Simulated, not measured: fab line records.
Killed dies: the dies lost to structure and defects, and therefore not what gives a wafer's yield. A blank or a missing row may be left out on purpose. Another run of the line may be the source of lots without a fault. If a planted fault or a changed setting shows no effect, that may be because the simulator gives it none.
fab line records	flow berkeleyCmos170
[record] lots = 5	wafers = 23
route steps=331 shown NLDD@162 PSD@183 NSD@195 BACKSIDE@202 SDANNEAL@204 SILICIDE@211 M1@242 V1@256
startH: hours from the record's first day to the start of the lot's first wafer shown	waitH: hours from the lot's prior step to this one	" the same as in the row above	L1.1+2: a single row standing in for several wafers	- no value present, or no start provided	* or withheld: withheld	< > ~ a bound
route shown NAME@n: NAME is a module with steps in the file, n the number in the route of the first one	usual: mean and standard deviation over wafers with no fault	same: alike in all rows	chamber/n: place in a boat	sites: per-site readings	_std_site: standard deviation of those values	_edge_site: mean of outer sites minus mean of inner sites	radiusMm: for every site, how far away it sits from the centre of the wafer	mask NAME#n: copy n	behind: the tool/chamber that last shaped the wafer	hold: reason for holding the lot/hours on hold/outcome of the hold	device: the n, p or np transistor that did not switch	end of line: the tests these same wafers got at the end of their route	step lacking rows: just its recipe	killed: the dies lost at the first sort to structure and to defects; this is not the yield of the wafer	map: a wafer's dies, x killed, . not, _ none there
set.NAME: the run value of the setting; set.NAME@STEP: its run value at that earlier step	model.NAME: the simulator's own value behind a step, which no gauge read
lots whose settings were changed on purpose; a table a step, a row a wafer
[[steps]]
[step UCB170_NLDD_PEB_04]
[recipe] pebTempC = 130	pebTimeS = withheld	resist = KrF
lot.wafer	tool	chamber	startH	waitH	set.pebTempC
L074.1+3+6	lithoTrack-02	0	147.88	0.2	133.5
L074.2+5	"	0	"	"	130
L077.2+3+4+5+6	lithoTrack-02	0	161.76	0.1	130
L075.2+3+5	lithoTrack-02	0	162.48	0.5	130
L085.1+3+6	lithoTrack-02	0	204.44	0.4	131.2
L085.2+5	"	0	"	"	130
L084.1+4+6	lithoTrack-01	0	204.82	0.3	130
L084.2+3	"	0	"	"	132.6
[step UCB170_NLDD_DEVELOP_05]
[recipe] developer = TMAH	developTimeS = 45	resist = KrF	devTempC = 21
[step UCB170_NLDD_CD_MEAS_06]
[recipe] targetCdNm = 1200
[usual] cdNm = 1200.2/1.4
lot.wafer	tool	chamber	startH	waitH	set.pebTempC@NLDD_PEB_04	cdNm
L074.1	cdSem-01	-	148.15	-	133.5	1219.0
L074.2	"	-	"	"	130	1197.7
L074.3	"	-	"	"	133.5	1219.5
L074.5	"	-	"	"	130	1199.2
L074.6	"	-	"	"	133.5	1218.1
L077.2	cdSem-01	-	162.03	-	130	1201.5
L077.3	"	-	"	"	130	1201.3
L077.4	"	-	"	"	130	1202.5
L077.5	"	-	"	"	130	1201.5
L077.6	"	-	"	"	130	1202.0
L075.2	cdSem-02	-	162.75	-	130	1201.7
L075.3	"	-	"	"	130	1201.5
L075.5	"	-	"	"	130	1201.3
L085.1	cdSem-02	-	204.77	-	131.2	1207.0
L085.2	"	-	"	"	130	1199.7
L085.3	"	-	"	"	131.2	1208.4
L085.5	"	-	"	"	130	1200.7
L085.6	"	-	"	"	131.2	1207.5
L084.1	cdSem-02	-	205.11	-	130	1201.0
L084.2	"	-	"	"	132.6	1216.7
L084.3	"	-	"	"	132.6	1215.9
L084.4	"	-	"	"	130	1199.3
L084.6	"	-	"	"	130	1201.4
[step UCB170_NLDD_IMPLANT_09]
[recipe] species = As	doseCm2 = 5e+13	energyKev = 30	tiltDeg = 7	rotationDeg = 180
lot.wafer	tool	chamber	startH	waitH	set.energyKev	model.implant.rpNm	model.implant.drpNm
L074.1+2+5	implanter-01	0	148.46	0.1	31.2	22.72	9.891
L074.3+6	"	0	"	"	30	22.05	9.611
L077.2+3+5	implanter-03	0	162.34	0.1	30.85	22.28	9.809
L077.4+6	"	0	"	"	30	21.81	9.611
L075.2+3+5	implanter-04	0	163.06	0.1	30	20.72	9.611
L085.1+3+5	implanter-03	0	205.07	0.1	28.95	20.71	9.365
L085.2+6	"	0	"	"	30	21.28	9.611
L084.1+4	implanter-01	0	205.41	0.1	30.86	21.93	9.812
L084.2+3+6	"	0	"	"	30	21.46	9.611
[step UCB170_PSD_IMPLANT_08]
[recipe] species = B	doseCm2 = 3e+15	energyKev = 20	tiltDeg = 7
lot.wafer	tool	chamber	startH	waitH	set.doseCm2
L074.1+2+3+5+6	implanter-04	0	156.63	0.0	3e+15
L077.2+5	implanter-02	0	170.33	0.0	2.818e+15
L077.3+4+6	"	0	"	"	3e+15
L075.2+3+5	implanter-02	0	170.69	0.0	3e+15
L085.1+2+3+5+6	implanter-02	0	213.72	0.0	3e+15
L084.1+3+6	implanter-02	0	214.20	0.0	3e+15
L084.2+4	"	0	"	"	3.134e+15
[step UCB170_PSD_STRIP_09]
[recipe] chemistry = O2	powerW = 400	pressureMtorr = 3500	platenTempC = withheld	o2FlowSccm = 400	overashFraction = 0.5
[usual] stripTimeToEndpointS = 29.38/0.056
lot.wafer	tool	chamber	startH	waitH	set.doseCm2@PSD_IMPLANT_08	stripTimeToEndpointS
L074.1	plasmaAsher-01	1	156.78	0.1	3e+15	29.40
L074.2	"	0	"	"	3e+15	29.46
L074.3	"	0	"	"	3e+15	29.38
L074.5	"	0	"	"	3e+15	29.43
L074.6	"	1	"	"	3e+15	29.37
L077.2	plasmaAsher-02	1	170.46	0.1	2.818e+15	28.73
L077.3	"	1	"	"	3e+15	29.44
L077.4	"	0	"	"	3e+15	29.41
L077.5	"	1	"	"	2.818e+15	28.70
L077.6	"	0	"	"	3e+15	29.32
L075.2	plasmaAsher-02	1	170.82	0.1	3e+15	29.32
L075.3	"	1	"	"	3e+15	29.33
L075.5	"	1	"	"	3e+15	29.40
L085.1	plasmaAsher-01	0	213.87	0.1	3e+15	29.48
L085.2	"	1	"	"	3e+15	29.52
L085.3	"	1	"	"	3e+15	29.43
L085.5	"	0	"	"	3e+15	29.45
L085.6	"	1	"	"	3e+15	29.46
L084.1	plasmaAsher-02	1	214.35	0.1	3e+15	29.28
L084.2	"	0	"	"	3.134e+15	29.85
L084.3	"	0	"	"	3e+15	29.27
L084.4	"	1	"	"	3.134e+15	29.85
L084.6	"	1	"	"	3e+15	29.44
[step UCB170_PSD_TW_MEAS_10]
[usual] PSD_TW = 2336/10
lot.wafer	tool	chamber	startH	waitH	set.doseCm2@PSD_IMPLANT_08	PSD_TW
L074.1	filmMetro-04	-	156.88	0.1	3e+15	2327
L074.2	"	-	"	"	3e+15	2328
L074.3	"	-	"	"	3e+15	2328
L074.5	"	-	"	"	3e+15	2324
L074.6	"	-	"	"	3e+15	2325
L077.2	filmMetro-04	-	170.57	0.1	2.818e+15	2282
L077.3	"	-	"	"	3e+15	2327
L077.4	"	-	"	"	3e+15	2331
L077.5	"	-	"	"	2.818e+15	2280
L077.6	"	-	"	"	3e+15	2329
L075.2	filmMetro-04	-	170.93	0.1	3e+15	2342
L075.3	"	-	"	"	3e+15	2326
L075.5	"	-	"	"	3e+15	2314
L085.1	filmMetro-02	-	213.97	0.1	3e+15	2338
L085.2	"	-	"	"	3e+15	2333
L085.3	"	-	"	"	3e+15	2327
L085.5	"	-	"	"	3e+15	2333
L085.6	"	-	"	"	3e+15	2330
L084.1	filmMetro-02	-	214.45	0.1	3e+15	2323
L084.2	"	-	"	"	3.134e+15	2356
L084.3	"	-	"	"	3e+15	2317
L084.4	"	-	"	"	3.134e+15	2366
L084.6	"	-	"	"	3e+15	2338
[step UCB170_NSD_IMPLANT_08]
[recipe] species = P	doseCm2 = 3e+15	energyKev = 40	tiltDeg = 7
lot.wafer	tool	chamber	startH	waitH	set.doseCm2
L074.1+6	implanter-03	0	159.12	0.0	3e+15
L074.2+3+5	"	0	"	"	2.847e+15
L077.2+5+6	implanter-03	0	172.27	0.0	2.808e+15
L077.3+4	"	0	"	"	3e+15
L075.2+3+5	implanter-01	0	172.88	0.0	3e+15
L085.1+2+3+5+6	implanter-01	0	215.71	0.0	3e+15
L084.1+3	implanter-03	0	216.11	0.0	2.877e+15
L084.2+4+6	"	0	"	"	3e+15
[step UCB170_NSD_STRIP_09]
[recipe] chemistry = O2	powerW = 400	pressureMtorr = 3500	platenTempC = withheld	o2FlowSccm = 400	overashFraction = 0.5
[usual] stripTimeToEndpointS = 35.82/0.08
lot.wafer	tool	chamber	startH	waitH	set.doseCm2@NSD_IMPLANT_08	stripTimeToEndpointS
L074.1	plasmaAsher-03	1	159.27	0.1	3e+15	35.93
L074.2	"	0	"	"	2.847e+15	35.38
L074.3	"	1	"	"	2.847e+15	35.51
L074.5	"	1	"	"	2.847e+15	35.47
L074.6	"	0	"	"	3e+15	35.88
L077.2	plasmaAsher-02	0	172.39	0.1	2.808e+15	35.03
L077.3	"	1	"	"	3e+15	35.71
L077.4	"	0	"	"	3e+15	35.59
L077.5	"	0	"	"	2.808e+15	35.01
L077.6	"	1	"	"	2.808e+15	35.10
L075.2	plasmaAsher-01	1	173.00	0.1	3e+15	35.85
L075.3	"	0	"	"	3e+15	35.88
L075.5	"	1	"	"	3e+15	35.92
L085.1	plasmaAsher-01	0	215.86	0.1	3e+15	35.66
L085.2	"	1	"	"	3e+15	35.82
L085.3	"	1	"	"	3e+15	35.77
L085.5	"	1	"	"	3e+15	35.79
L085.6	"	0	"	"	3e+15	35.69
L084.1	plasmaAsher-01	1	216.26	0.1	2.877e+15	35.44
L084.2	"	0	"	"	3e+15	35.83
L084.3	"	0	"	"	2.877e+15	35.44
L084.4	"	1	"	"	3e+15	35.86
L084.6	"	0	"	"	3e+15	35.88
[step UCB170_BACKSIDE_STRIP_03]
[recipe] chemistry = O2	powerW = 400	pressureMtorr = 3500	platenTempC = withheld	o2FlowSccm = 400	overashFraction = 0.5
[usual] oesProductAu = 0.734/0.0042	stripTimeToEndpointS = 21.98/0.064
lot.wafer	tool	chamber	startH	waitH	set.powerW	oesProductAu	stripTimeToEndpointS
L074.1	plasmaAsher-03	0	160.59	0.1	400	0.740	21.95
L074.2	"	1	"	"	400	0.732	21.97
L074.3	"	1	"	"	400	0.746	21.86
L074.5	"	1	"	"	400	0.729	21.86
L074.6	"	0	"	"	400	0.730	21.91
L077.2	plasmaAsher-04	1	173.36	0.1	400	0.739	21.98
L077.3	"	1	"	"	400	0.737	22.01
L077.4	"	0	"	"	377.1	0.715	23.01
L077.5	"	0	"	"	377.1	0.715	23.00
L077.6	"	1	"	"	377.1	0.710	23.04
L075.2	plasmaAsher-01	0	174.43	0.1	400	0.736	21.94
L075.3	"	1	"	"	400	0.731	21.86
L075.5	"	1	"	"	400	0.732	22.00
L085.1	plasmaAsher-01	1	217.46	0.1	438.4	0.778	20.59
L085.2	"	0	"	"	438.4	0.768	20.59
L085.3	"	0	"	"	438.4	0.766	20.60
L085.5	"	1	"	"	400	0.733	22.01
L085.6	"	0	"	"	400	0.729	22.08
L084.1	plasmaAsher-03	0	217.58	0.1	355.3	0.693	24.06
L084.2	"	1	"	"	355.3	0.698	24.16
L084.3	"	1	"	"	355.3	0.700	24.15
L084.4	"	0	"	"	400	0.738	22.07
L084.6	"	0	"	"	400	0.736	22.04
[step UCB170_BACKSIDE_CLEAN_04]
[recipe] chemistry = SPM	tempC = 120	timeS = 600
[step UCB170_SDANNEAL_RTA_00]
[recipe] tempC = 900	timeS = 10	ambient = N2
[step UCB170_SDANNEAL_RTA_01]
[recipe] tempC = 1050	timeS = 5	ambient = N2
[step UCB170_SDANNEAL_RS_MEAS_02]
[recipe] thkMeasGauge = four-point-probe
[usual] PSD_RS = 75.60/0.25
lot.wafer	tool	chamber	startH	waitH	set.doseCm2@PSD_IMPLANT_08	PSD_RS[ohm/sq]
L074.1	filmMetro-03	-	161.01	0.0	3e+15	75.57
L074.2	"	-	"	"	3e+15	75.67
L074.3	"	-	"	"	3e+15	75.70
L074.5	"	-	"	"	3e+15	75.44
L074.6	"	-	"	"	3e+15	75.54
L077.2	filmMetro-03	-	173.87	0.1	2.818e+15	79.51
L077.3	"	-	"	"	3e+15	75.86
L077.4	"	-	"	"	3e+15	75.64
L077.5	"	-	"	"	2.818e+15	79.31
L077.6	"	-	"	"	3e+15	76.20
L075.2	filmMetro-03	-	174.85	0.1	3e+15	76.12
L075.3	"	-	"	"	3e+15	75.85
L075.5	"	-	"	"	3e+15	76.00
L085.1	filmMetro-04	-	217.86	0.0	3e+15	75.49
L085.2	"	-	"	"	3e+15	75.76
L085.3	"	-	"	"	3e+15	75.86
L085.5	"	-	"	"	3e+15	75.75
L085.6	"	-	"	"	3e+15	75.54
L084.1	filmMetro-02	-	218.03	0.0	3e+15	75.66
L084.2	"	-	"	"	3.134e+15	73.64
L084.3	"	-	"	"	3e+15	75.57
L084.4	"	-	"	"	3.134e+15	73.49
L084.6	"	-	"	"	3e+15	75.71
[step UCB170_SDANNEAL_RS_MEAS_03]
[recipe] thkMeasGauge = four-point-probe
[usual] NSD_RS = 37.21/0.092
lot.wafer	tool	chamber	startH	waitH	set.doseCm2@NSD_IMPLANT_08	NSD_RS[ohm/sq]
L074.1	filmMetro-03	-	161.13	0.1	3e+15	37.05
L074.2	"	-	"	"	2.847e+15	38.05
L074.3	"	-	"	"	2.847e+15	38.06
L074.5	"	-	"	"	2.847e+15	37.90
L074.6	"	-	"	"	3e+15	37.07
L077.2	filmMetro-03	-	173.99	0.1	2.808e+15	38.49
L077.3	"	-	"	"	3e+15	37.42
L077.4	"	-	"	"	3e+15	37.36
L077.5	"	-	"	"	2.808e+15	38.45
L077.6	"	-	"	"	2.808e+15	38.39
L075.2	filmMetro-03	-	174.97	0.1	3e+15	37.15
L075.3	"	-	"	"	3e+15	37.08
L075.5	"	-	"	"	3e+15	37.08
L085.1	filmMetro-04	-	217.98	0.1	3e+15	37.26
L085.2	"	-	"	"	3e+15	37.16
L085.3	"	-	"	"	3e+15	37.23
L085.5	"	-	"	"	3e+15	37.24
L085.6	"	-	"	"	3e+15	37.26
L084.1	filmMetro-02	-	218.15	0.1	2.877e+15	37.92
L084.2	"	-	"	"	3e+15	37.16
L084.3	"	-	"	"	2.877e+15	37.97
L084.4	"	-	"	"	3e+15	37.20
L084.6	"	-	"	"	3e+15	37.13
[step UCB170_SILICIDE_SPUTTER_01]
[recipe] material = Ti	targetThkNm = 30	timeS = 25	powerW = 1500	chamberPressurePa = 0.5
lot.wafer	tool	chamber	startH	waitH	set.powerW	model.Ti_of_SILICIDE_SPUTTER_01.thkNm
L074.1	pvdSputter-02	-	161.55	0.0	1566	31.38
L074.2	"	-	"	"	1500	30.41
L074.3	"	-	"	"	1500	30.27
L074.5	"	-	"	"	1566	31.46
L074.6	"	-	"	"	1566	31.71
L077.2	pvdSputter-04	-	174.40	0.0	1679	33.98
L077.3	"	-	"	"	1679	33.76
L077.4	"	-	"	"	1679	33.85
L077.5	"	-	"	"	1500	30.24
L077.6	"	-	"	"	1500	30.36
L075.2	pvdSputter-02	-	175.38	0.0	1500	30.39
L075.3	"	-	"	"	1500	30.14
L075.5	"	-	"	"	1500	30.6
L085.1	pvdSputter-02	-	218.41	0.0	1500	30.39
L085.2	"	-	"	"	1500	30.38
L085.3	"	-	"	"	1500	30.49
L085.5	"	-	"	"	1500	30.24
L085.6	"	-	"	"	1500	30.33
L084.1	pvdSputter-04	-	218.58	0.0	1500	29.8
L084.2	"	-	"	"	1500	29.94
L084.3+6	"	-	"	"	1500	30.02
L084.4	"	-	"	"	1500	30
[step UCB170_SILICIDE_RS_MEAS_02]
[recipe] thkMeasGauge = four-point-probe	reads = Ti_of_SILICIDE_SPUTTER_01
[usual] SILICIDE_TI_RS = 25.9/0.35
lot.wafer	tool	chamber	startH	waitH	set.powerW@SILICIDE_SPUTTER_01	SILICIDE_TI_RS[ohm/sq]
L074.1	filmMetro-04	-	161.58	0.0	1566	24.7
L074.2	"	-	"	"	1500	25.7
L074.3	"	-	"	"	1500	25.8
L074.5	"	-	"	"	1566	24.6
L074.6	"	-	"	"	1566	24.4
L077.2	filmMetro-02	-	174.45	0.0	1679	22.5
L077.3	"	-	"	"	1679	22.7
L077.4	"	-	"	"	1679	22.7
L077.5	"	-	"	"	1500	25.8
L077.6	"	-	"	"	1500	25.7
L075.2	filmMetro-02	-	175.43	0.0	1500	25.7
L075.3	"	-	"	"	1500	25.9
L075.5	"	-	"	"	1500	25.5
L085.1	filmMetro-02	-	218.51	0.1	1500	25.8
L085.2	"	-	"	"	1500	25.8
L085.3	"	-	"	"	1500	25.7
L085.5	"	-	"	"	1500	26.0
L085.6	"	-	"	"	1500	25.9
L084.1	filmMetro-04	-	218.64	0.0	1500	26.3
L084.2	"	-	"	"	1500	26.1
L084.3	"	-	"	"	1500	26.1
L084.4	"	-	"	"	1500	26.1
L084.6	"	-	"	"	1500	26.0
[step UCB170_SILICIDE_THK_MEAS_03]
[recipe] thkMeasGauge = xrf	reads = Ti_of_SILICIDE_SPUTTER_01
[usual] SILICIDE_TI_THK = 30.5/0.37
lot.wafer	tool	chamber	startH	waitH	set.powerW@SILICIDE_SPUTTER_01	SILICIDE_TI_THK[nm]
L074.1	filmMetro-04	-	161.70	0.1	1566	31.9
L074.2	"	-	"	"	1500	30.8
L074.3	"	-	"	"	1500	30.7
L074.5	"	-	"	"	1566	31.9
L074.6	"	-	"	"	1566	32.2
L077.2	filmMetro-02	-	174.56	0.1	1679	34.2
L077.3	"	-	"	"	1679	33.9
L077.4	"	-	"	"	1679	34.2
L077.5	"	-	"	"	1500	30.6
L077.6	"	-	"	"	1500	30.6
L075.2	filmMetro-02	-	175.54	0.1	1500	30.7
L075.3	"	-	"	"	1500	30.2
L075.5	"	-	"	"	1500	30.9
L085.1	filmMetro-02	-	218.63	0.1	1500	30.6
L085.2	"	-	"	"	1500	30.6
L085.3	"	-	"	"	1500	30.5
L085.5	"	-	"	"	1500	30.4
L085.6	"	-	"	"	1500	30.5
L084.1	filmMetro-04	-	218.76	0.1	1500	30.1
L084.2	"	-	"	"	1500	30.1
L084.3	"	-	"	"	1500	30.3
L084.4	"	-	"	"	1500	30.2
L084.6	"	-	"	"	1500	30.2
[step UCB170_M1_COAT_04]
[recipe] resist = KrF	spinRpm = 1500	resistThkNm = 900
lot.wafer	tool	chamber	startH	waitH	set.resistThkNm	model.KrF_of_M1_COAT_04.thkNm
L074.1	lithoTrack-03	0	-	-	853	853.9
L074.2	"	0	"	"	900	898.4
L074.3	"	0	"	"	853	854.9
L074.5	"	0	"	"	900	899
L074.6	"	0	"	"	853	853.3
L077.2	lithoTrack-03	0	-	-	952	952.2
L077.3	"	0	"	"	900	898.1
L077.4	"	0	"	"	952	950.5
L077.5	"	0	"	"	900	899.5
L077.6	"	0	"	"	952	951.4
L075.2	lithoTrack-03	0	-	-	900	905.3
L075.3	"	0	"	"	900	904.1
L075.5	"	0	"	"	900	900.2
L085.1	lithoTrack-04	0	-	-	900	900.9
L085.2	"	0	"	"	900	901.2
L085.3	"	0	"	"	849.6	851.3
L085.5	"	0	"	"	849.6	852.2
L085.6	"	0	"	"	849.6	851.5
L084.1	lithoTrack-03	0	-	-	900	902.3
L084.2	"	0	"	"	876.6	877
L084.3	"	0	"	"	876.6	878.3
L084.4	"	0	"	"	900	903.4
L084.6	"	0	"	"	876.6	879.2
[step UCB170_M1_ETCH_11]
[recipe] chemistry = N2/H2	targetDepthA = withheld	overetchA = withheld	target = BARC	timeS = withheld	sourceW = 500	biasW = 100	pressureMtorr = 30	n2FlowSccm = 100	h2FlowSccm = 200
lot.wafer	tool	chamber	startH	waitH	set.biasW
L074.1+6	rieDiel-02	3,0	167.55	0.0	100
L074.2+3+5	"	0,1,3	"	"	109.2
L077.2+5	rieDiel-02	3,1	180.82	0.0	100
L077.3+4+6	"	2,0,0	"	"	104.5
L075.2+3+5	rieDiel-04	3,2,3	182.22	0.0	100
L085.1+3	rieDiel-04	0,2	226.08	0.0	88.32
L085.2+5+6	"	3,3,0	"	"	100
L084.1+3	rieDiel-01	2,3	226.36	0.0	109.4
L084.2+4+6	"	0,1,1	"	"	100
[step UCB170_M1_METAL_ETCH_12]
[recipe] chemistry = Cl2/BCl3	target = Al	stopOn = PSG	pressureMtorr = 12	targetDepthA = 7800	overEtchFrac = 0.3	timeS = 130	icpW = 600	biasW = 120	Cl2_flow_sccm = 90	bcl3FlowSccm = 45
lot.wafer	tool	chamber	startH	waitH	set.resistThkNm@M1_COAT_04	model.KrF_of_M1_COAT_04.thkNm
L074.1	rieMetal-01	0	167.59	-	853	388.5
L074.2	"	1	"	"	900	445.2
L074.3	"	1	"	"	853	399.6
L074.5	"	1	"	"	900	444
L074.6	"	0	"	"	853	383.6
L077.2	rieMetal-01	0	180.86	-	952	482.2
L077.3	"	1	"	"	900	440.7
L077.4	"	0	"	"	952	479.2
L077.5	"	1	"	"	900	445.9
L077.6	"	0	"	"	952	486.7
L075.2	rieMetal-04	1	182.26	-	900	438.4
L075.3	"	1	"	"	900	437.7
L075.5	"	1	"	"	900	434.5
L085.1	rieMetal-03	0	226.13	-	900	432.9
L085.2	"	1	"	"	900	440.5
L085.3+6	"	1	"	"	849.6	388.2
L085.5	"	0	"	"	849.6	382.7
L084.1	rieMetal-04	1	226.40	-	900	435.6
L084.2	"	0	"	"	876.6	414.7
L084.3	"	1	"	"	876.6	415.7
L084.4	"	0	"	"	900	440.3
L084.6	"	0	"	"	876.6	419.2
[step UCB170_V1_CMP_02]
[recipe] material = SiO2	downForcePsi = 6	platenRpm = 60	padVelocityMS = 0.75398
lot.wafer	tool	chamber	startH	waitH	set.leaveAboveRefNm	model.SiO2_of_V1_CVD_00.thkNm
L074.1	cmp-02	1	169.55	0.1	1000	998.3
L074.2	"	2	"	"	1000	1000
L074.3	"	3	"	"	1000	998.7
L074.6	"	0	"	"	950.3	949.7
L074.5	"	1	"	"	950.3	949.4
L077.4	cmp-02	0	182.82	0.1	966.9	966.6
L077.3+6	"	1,3	"	"	1000	1000
L077.2	"	2	"	"	966.9	967.3
L077.5	"	0	"	"	966.9	966.9
L075.3	cmp-02	2	185.43	0.0	1000	1002
L075.2	"	3	"	"	1000	1003
L075.5	"	3	"	"	1000	1001
L085.1	cmp-01	3	228.61	0.1	1000	1001
L085.3	"	0	"	"	1020	1022
L085.2	"	1	"	"	1020	1021
L085.5	"	3	"	"	1000	1000
L085.6	"	0	"	"	1000	1002
L084.3	cmp-01	3	228.91	0.3	962.5	963.2
L084.1	"	0	"	"	1000	1001
L084.2	"	1	"	"	962.5	963.7
L084.4+6	"	2,0	"	"	1000	1000
[step UCB170_V1_THK_MEAS_04]
[recipe] reads = SiO2_of_V1_CVD_00
[usual] V1_POLISHED_THK = 1000.4/1.1
lot.wafer	tool	chamber	startH	waitH	set.leaveAboveRefNm@V1_CMP_02	V1_POLISHED_THK[nm]
L074.1	filmMetro-04	-	169.92	0.1	1000	998.6
L074.2	"	-	"	"	1000	999.9
L074.3	"	-	"	"	1000	998.7
L074.5	"	-	"	"	950.3	949.8
L074.6	"	-	"	"	950.3	950.1
L077.2	filmMetro-04	-	183.20	0.1	966.9	967.6
L077.3	"	-	"	"	1000	999.4
L077.4	"	-	"	"	966.9	966.9
L077.5	"	-	"	"	966.9	967.3
L077.6	"	-	"	"	1000	1000.1
L075.2	filmMetro-03	-	185.86	0.1	1000	1002.9
L075.3	"	-	"	"	1000	1001.9
L075.5	"	-	"	"	1000	1000.7
L085.1	filmMetro-03	-	229.03	0.1	1000	1000.8
L085.2	"	-	"	"	1020	1021.3
L085.3	"	-	"	"	1020	1022.3
L085.5	"	-	"	"	1000	1000.3
L085.6	"	-	"	"	1000	1002.2
L084.1	filmMetro-03	-	229.33	0.1	1000	1001.8
L084.2	"	-	"	"	962.5	964.4
L084.3	"	-	"	"	962.5	962.9
L084.4	"	-	"	"	1000	1002.1
L084.6	"	-	"	"	1000	1000.9
[[key]]
[split] step = UCB170_NLDD_PEB_04	setting = pebTempC	stated = 130	by = wafer
[response] step = UCB170_NLDD_CD_MEAS_06	reading = cdNm	change = +7.71	per = 1%	r = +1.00
[split] step = UCB170_NLDD_IMPLANT_09	setting = energyKev	stated = 30	by = wafer
[response] step = UCB170_NLDD_IMPLANT_09	reading = model.implant.rpNm	change = +0.165	per = 1%	r = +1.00
[response] step = UCB170_NLDD_IMPLANT_09	reading = model.implant.drpNm	change = +0.0702	per = 1%	r = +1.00
[split] step = UCB170_PSD_IMPLANT_08	setting = doseCm2	stated = 3e+15	by = wafer
[response] step = UCB170_PSD_STRIP_09	reading = stripTimeToEndpointS	change = *	per = 1%	r = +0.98
[response] step = UCB170_PSD_TW_MEAS_10	reading = PSD_TW	change = +7.92	per = 1%	r = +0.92
[response] step = UCB170_SDANNEAL_RS_MEAS_02	reading = PSD_RS	change = -0.539	per = 1%	r = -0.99
[split] step = UCB170_NSD_IMPLANT_08	setting = doseCm2	stated = 3e+15	by = wafer
[response] step = UCB170_NSD_STRIP_09	reading = stripTimeToEndpointS	change = *	per = 1%	r = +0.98
[response] step = UCB170_SDANNEAL_RS_MEAS_03	reading = NSD_RS	change = -0.176	per = 1%	r = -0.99
[split] step = UCB170_BACKSIDE_STRIP_03	setting = powerW	stated = 400	by = wafer
[response] step = UCB170_BACKSIDE_STRIP_03	reading = oesProductAu	change = +0.00386	per = 1%	r = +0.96
[response] step = UCB170_BACKSIDE_STRIP_03	reading = stripTimeToEndpointS	change = *	per = 1%	r = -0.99
[split] step = UCB170_SILICIDE_SPUTTER_01	setting = powerW	stated = 1500	by = wafer
[response] step = UCB170_SILICIDE_SPUTTER_01	reading = model.Ti_of_SILICIDE_SPUTTER_01.thkNm	change = +0.295	per = 1%	r = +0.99
[response] step = UCB170_SILICIDE_RS_MEAS_02	reading = SILICIDE_TI_RS	change = -0.262	per = 1%	r = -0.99
[response] step = UCB170_SILICIDE_THK_MEAS_03	reading = SILICIDE_TI_THK	change = +0.295	per = 1%	r = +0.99
[split] step = UCB170_M1_COAT_04	setting = resistThkNm	stated = 900	by = wafer
[response] step = UCB170_M1_COAT_04	reading = model.KrF_of_M1_COAT_04.thkNm	change = +8.89	per = 1%	r = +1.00
[response] step = UCB170_M1_METAL_ETCH_12	reading = model.KrF_of_M1_COAT_04.thkNm	change = +8.58	per = 1%	r = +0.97
[split] step = UCB170_M1_ETCH_11	setting = biasW	stated = 100	by = wafer
response none clear
[split] step = UCB170_V1_CMP_02	setting = leaveAboveRefNm	stated = 1000	by = wafer
[response] step = UCB170_V1_CMP_02	reading = model.SiO2_of_V1_CVD_00.thkNm	change = +10	per = 1%	r = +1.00
[response] step = UCB170_V1_THK_MEAS_04	reading = V1_POLISHED_THK	change = +9.97	per = 1%	r = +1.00
